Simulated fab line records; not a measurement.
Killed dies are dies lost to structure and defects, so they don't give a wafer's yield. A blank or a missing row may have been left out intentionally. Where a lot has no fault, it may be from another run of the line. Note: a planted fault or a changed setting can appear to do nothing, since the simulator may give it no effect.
8D (eight disciplines) problem report, filled in by code / flow berkeley-cmos170 / the parts of the form that need people (team, actions taken, sign-off) are left out

== 1. WHAT WENT WRONG ==
beam-energy-keV at UCB170_NVT_IMPLANT_07 reads a mean of 51.627 on 6 wafers of 2 lots; wafers without a fault read 49.999 with a standard deviation of 0.014. That is +99 or more standard deviations from the usual mean.
The first sign was on wafer L250.1 at day 10 02:34, on implanter-04. At this step, 42 wafers from 14 lots have a number in the record. By rule, "out" or "out of limits" means more than 4 standard deviations away from the usual mean. The rest of the wafers with a number are treated as sound.

== 2. WHAT IT IS, WHAT IT ISN'T ==
question=which readings at this step | is=beam-energy-keV | is not=end-station-pressure-torr
question=which lots | is=L250, L252 | is not=L235, L236, L238, L239, L240, L241, L242, L244, L245, L247, L253, L257
question=which wafers of those lots | is=all that have a number | is not=-
question=read on which tools | is=implanter-04 | is not=implanter-01, implanter-02
question=when | is=from day 10 02:34 | is not=up to then (30 sound wafers); but 6 sound wafers of L253, L257 came after

== 3. WHAT RULES OUT EACH SUSPECT ==
Counting: a tool at a process step up to the reading stays a suspect if it ran every lot that is out and no sound lot after the first of them.
- implanter-04 at UCB170_NVT_IMPLANT_07: kept. All lots that are out passed through it, beginning with L250 at day 10 02:34, and no sound lot followed; its final sound lot before that point was L247 at day 9 19:17. Out on those wafers are its own readings of beam-energy-keV.
The count leaves implanter-04 at UCB170_NVT_IMPLANT_07.

== 4. THE CAUSE (what the simulator had put in) ==
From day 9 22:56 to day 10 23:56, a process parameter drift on implanter-04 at UCB170_NVT_IMPLANT_07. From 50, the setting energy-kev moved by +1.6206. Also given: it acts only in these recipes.
This tool alone remained once counting was done.

== 5. THE CHAIN OF EFFECTS, in route order ==
Rows list readings where the struck wafers' mean (over those with a number) sits beyond 3 standard deviations from the usual. Only readings for which the record gives a usual standard deviation are gone through. hours: the time from each lot's start at the first step in this table that gives one to its start at this step, as a median over the lots. sigmas: the change in usual standard deviations.
hours=0; step=UCB170_NVT_IMPLANT_07; reading=beam-energy-keV; usual=49.999; on struck wafers=51.627; change=+1.628; sigmas=+99 or more
Its process steps:
- UCB170_NVT_IMPLANT_07
At these later measuring or inspecting steps, every struck wafer for which the step has a row has a number for every such reading, and none has moved that far: UCB170_V1_CD_MEAS_90, UCB170_V2_CD_MEAS_90, UCB170_M3_THK_MEAS_03.

== 6. WHAT WOULD HAVE CAUGHT IT SOONER ==
4 hours passed between the start of the fault at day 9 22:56 and the first reading out of limits in this record, taken at day 10 02:34.
